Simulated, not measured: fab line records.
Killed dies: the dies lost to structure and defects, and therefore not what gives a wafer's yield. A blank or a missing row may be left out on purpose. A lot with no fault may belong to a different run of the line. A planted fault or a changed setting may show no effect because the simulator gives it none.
Which of the tools did it? + flow berkeleyCmos170 + 42 wafers from 14 lots sampled at 3 of the route's 331 steps

WHAT THE GAUGES SHOWED, per wafer
UCB170_PWELL_TW_MEAS_17. Usual: for PWELL_TW the level is 382 and the standard deviation is 3.6.
| lot  | measured    | on           | PWELL_TW    | flag |
|------|-------------|--------------|-------------|------|
| L889 | day 3 19:44 | filmMetro-02 | 381 382 382 |      |
| L891 | day 4 10:08 | filmMetro-03 | 377 379 379 |      |
| L890 | day 4 10:23 | filmMetro-04 | 388 390 385 |      |
| L893 | day 4 18:24 | filmMetro-02 | 378 378 377 |      |
| L894 | day 5 01:49 | filmMetro-03 | 379 381 380 |      |
| L899 | day 5 19:20 | filmMetro-03 | 380 379 379 |      |
| L901 | day 6 04:25 | filmMetro-02 | 379 378 379 |      |
| L900 | day 6 04:35 | filmMetro-04 | 387 387 388 |      |
| L904 | day 6 22:58 | filmMetro-03 | 381 381 380 |      |
| L903 | day 6 23:38 | filmMetro-02 | 379 379 380 |      |
| L905 | day 7 09:46 | filmMetro-03 | 380 379 380 |      |
| L906 | day 7 20:50 | filmMetro-04 | 385 383 383 |      |
| L907 | day 7 21:11 | filmMetro-04 | 385 383 384 |      |
| L908 | day 8 03:55 | filmMetro-04 | 386 386 386 |      |

UCB170_WELLDRIVE_THK_MEAS_02. Usual: for WELLDRIVE_OXIDE_THK the level is 197 nm and the standard deviation is 5.
| lot  | measured    | on           | WELLDRIVE_OXIDE_THK (nm) | flag |
|------|-------------|--------------|--------------------------|------|
| L889 | day 4 08:52 | filmMetro-01 | 202 205 205              |      |
| L891 | day 4 20:10 | filmMetro-04 | 193 194 189              |      |
| L890 | day 4 20:09 | filmMetro-01 | 197 197 196              |      |
| L893 | day 5 07:40 | filmMetro-02 | 192 194 193              |      |
| L894 | day 5 16:32 | filmMetro-04 | 199 198 195              |      |
| L899 | day 6 07:41 | filmMetro-02 | 205 204 203              |      |
| L901 | day 6 17:17 | filmMetro-01 | 203 203 204              |      |
| L900 | day 6 17:17 | filmMetro-04 | 201 200 203              |      |
| L904 | day 7 12:56 | filmMetro-01 | 194 195 191              |      |
| L903 | day 7 12:56 | filmMetro-02 | 199 198 199              |      |
| L905 | day 7 21:31 | filmMetro-01 | 198 196 199              |      |
| L906 | day 8 09:46 | filmMetro-04 | 199 204 202              |      |
| L907 | day 8 18:00 | filmMetro-01 | 190 192 190              |      |
| L908 | day 8 18:01 | filmMetro-02 | 199 203 198              |      |

UCB170_ACTIVE_CD_MEAS_90: target cd 1200 nm. Usual: cdNm at 1200.3 nm, with a standard deviation of 1.4.
| lot  | measured    | on       | cdNm (nm)            | flag |
|------|-------------|----------|----------------------|------|
| L889 | day 5 03:46 | cdSem-01 | 1198.2 1199.7 1200.9 |      |
| L891 | day 5 17:09 | cdSem-01 | 1200.3 1200.8 1199.7 |      |
| L890 | day 5 17:22 | cdSem-02 | 1199.1 1200.1 1199.1 |      |
| L893 | day 6 04:19 | cdSem-02 | 1200.4 1199.0 1200.8 |      |
| L894 | day 6 12:58 | cdSem-01 | 1199.2 1199.5 1198.8 |      |
| L899 | day 7 08:02 | cdSem-02 | 1201.3 1201.1 1200.5 |      |
| L901 | day 7 18:44 | cdSem-02 | 1199.2 1202.2 1200.8 |      |
| L900 | day 7 18:49 | cdSem-01 | 1201.3 1201.6 1200.9 |      |
| L904 | day 8 12:54 | cdSem-01 | 1198.9 1198.1 1199.5 |      |
| L903 | day 8 12:57 | cdSem-02 | 1201.4 1201.4 1198.7 |      |
| L905 | day 8 17:42 | cdSem-01 | 1200.0 1200.4 1200.0 |      |
| L906 | day 9 14:53 | cdSem-01 | 1201.6 1202.0 1201.7 |      |
| L907 | day 9 22:55 | cdSem-02 | 1202.2 1200.8 1201.6 |      |
| L908 | day 9 23:11 | cdSem-02 | 1198.4 1199.6 1199.2 |      |

TOOL THAT RAN EACH LOT (tool first, then ch and the chambers of the sampled wafers, then the start)
No process step before these readings appears in the record.

AS READ BY THE TOOLS THEMSELVES (means over the sampled wafers that have a number; for cases with no such wafer, the mark the record gives instead)
The record holds no such reading with a usual standard deviation.

THE ANSWER, worked out from the rows above alone
Rule: take the mean of a lot's wafers that have a number; if it is more than 3 standard deviations from the usual mean, the lot is off. Also off: a lot with no number at a reading for which 4 or more lots have one. Any other lot the step has rows for is counted as sound. First the gauges in route order, then the tools' own readings, where a lot's mean is used as printed above. At the first step where some lot is off, the reading lying furthest off is the one used; lots without a number count as furthest.
None of the lots is off at any reading shown; this tells nothing.

WHAT THE SIMULATOR HAD PUT IN
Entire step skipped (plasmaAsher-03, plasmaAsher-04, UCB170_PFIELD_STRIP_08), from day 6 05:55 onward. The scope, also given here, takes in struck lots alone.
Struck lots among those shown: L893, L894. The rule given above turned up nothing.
